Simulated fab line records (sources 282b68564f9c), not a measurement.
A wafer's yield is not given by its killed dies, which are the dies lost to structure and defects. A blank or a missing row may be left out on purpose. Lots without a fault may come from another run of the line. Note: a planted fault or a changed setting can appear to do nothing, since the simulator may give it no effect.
A lot that was struck, set against a sound lot | flow rit-cmos | 15 out of 202 route steps
Sound: the wafers L292.1, L292.5, L292.6. Struck: wafers L305.4, L305.5, L305.6. At the end, the cause is stated.
Each step with rows lists, per side, the tool, then ch with its chambers, then its first start. Under that, the readings that differ: sound wafers | struck wafers | difference of the means | sigmas: that difference in standard deviations of wafers without a fault.
alike: a reading whose means differ by less than 2 such deviations, as well as words and numbers matching on both sides. not compared: withheld readings; readings where some wafer has no value; bounds like >300 that might hide an equal value; numbers whose values overlap and for which the record gives no deviation.
The two part at a step that has a row with sigmas, a row that says differs or no value, or rows on one side only. Numbers that don't overlap but have no deviation are shown without sigmas and don't part them. Lack of a reading on every wafer of one side parts them only where that side has two or more wafers.

first, 4 steps without rows for these wafers: RIT_PLDD_SOFTBAKE_02 (time 60 s); RIT_PLDD_EXPOSE_03 (exposes mask M8, target cd 40900 nm); RIT_PLDD_PEB_04; RIT_PLDD_DEVELOP_05 (develop time 50 s).
RIT_PLDD_OVL_MEAS_06:
  sound on overlay-01, day 3 00:40; struck on overlay-01, day 5 18:36
  alike: PLDD_OVL
then, 2 steps without rows for these wafers: RIT_PLDD_HARDBAKE_07 (time 60 s); RIT_PLDD_IMPLANT_08.
RIT_PLDD_STRIP_09: strips in O2, time 180 s.
  sound on plasma-asher-01 ch 0,1, day 3 01:01; struck on plasma-asher-03 ch 0,1, day 5 18:59
  alike: drypump-motor-current-A, rf-refl-power-W
  not compared: rf-hours-counter-h
RIT_PLDD_TW_MEAS_10:
  sound on film-metro-04, day 3 01:11; struck on film-metro-03, day 5 19:07
  alike: PLDD_TW
then, 3 steps without rows for these wafers: RIT_SPACER_CLEAN_00 (cleans in SC1, time 600 s); RIT_SPACER_CLEAN_01 (cleans in dHF, time 30 s); RIT_SPACER_CLEAN_02 (cleans in SC2, time 600 s).
RIT_SPACER_CVD_03: deposits Si3N4 from SiH2Cl2/NH3, target thk 250 nm, time 3300 s.
  sound on lpcvd-02 ch 1, day 3 01:38; struck on lpcvd-02 ch 1, day 5 19:51
  reading                                  | sound             | struck            | difference | sigmas
  nh3-flow-sccm (sccm)                     | 149.5 149.4 149.8 | 225.6 225.6 225.5 | +76.0      | +99 or more
  model.Si3N4_of_SPACER_CVD_03.thk-nm (nm) | 249.2 246.6 247.2 | 333.4 332.4 332.1 | +85.0      |
  alike: spike-tc-centre-C, zone-power-centre-pct
RIT_SPACER_THK_MEAS_04:
  sound on film-metro-04, day 3 03:34; struck on film-metro-04, day 5 22:01
  reading                 | sound             | struck            | difference | sigmas
  SPACER_NITRIDE_THK (nm) | 249.0 246.6 247.1 | 333.5 332.4 332.2 | +85.1      | +33
  not compared: hold
RIT_SPACER_ETCHBACK_05: etches Si3N4 in SF6/CHF3, stops on SiO2, target depth 250 nm, time 240 s.
  sound on rie-diel-01 ch 0,1,3, day 3 03:37; struck on rie-diel-02 ch 2,3, day 6 00:53
  reading                                  | sound             | struck                                                                     | difference                   | sigmas
  hold                                     | - - -             | await-dispo/2.8h/release await-dispo/2.8h/release await-dispo/2.8h/release | no value on the sound wafers |
  oes-product-au (a.u.)                    | 0.846 0.835 0.874 | 0.995 1.004 0.980                                                          | +0.141                       | +8
  model.etch.depth-nm (nm)                 | 249.2 246.6 247.2 | 310.8 312.6 313                                                            | +64.5                        |
  model.Si3N4_of_SPACER_CVD_03.thk-nm (nm) | 195.4 192.7 193.5 | 261.7 260.6 260.2                                                          | +67.0                        |
  alike: SF6_flow_sccm, drypump-motor-current-A, throttle-valve-pct
  not compared: rf-hours-counter-h

## WHERE THEY PART
First at RIT_SPACER_CVD_03; last, within this record, at RIT_SPACER_ETCHBACK_05.

WHY: what the simulator had put in
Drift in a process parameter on lpcvd-02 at RIT_SPACER_CVD_03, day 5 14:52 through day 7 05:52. Setting nh3-flow-sccm, moved by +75, from 150. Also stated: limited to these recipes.
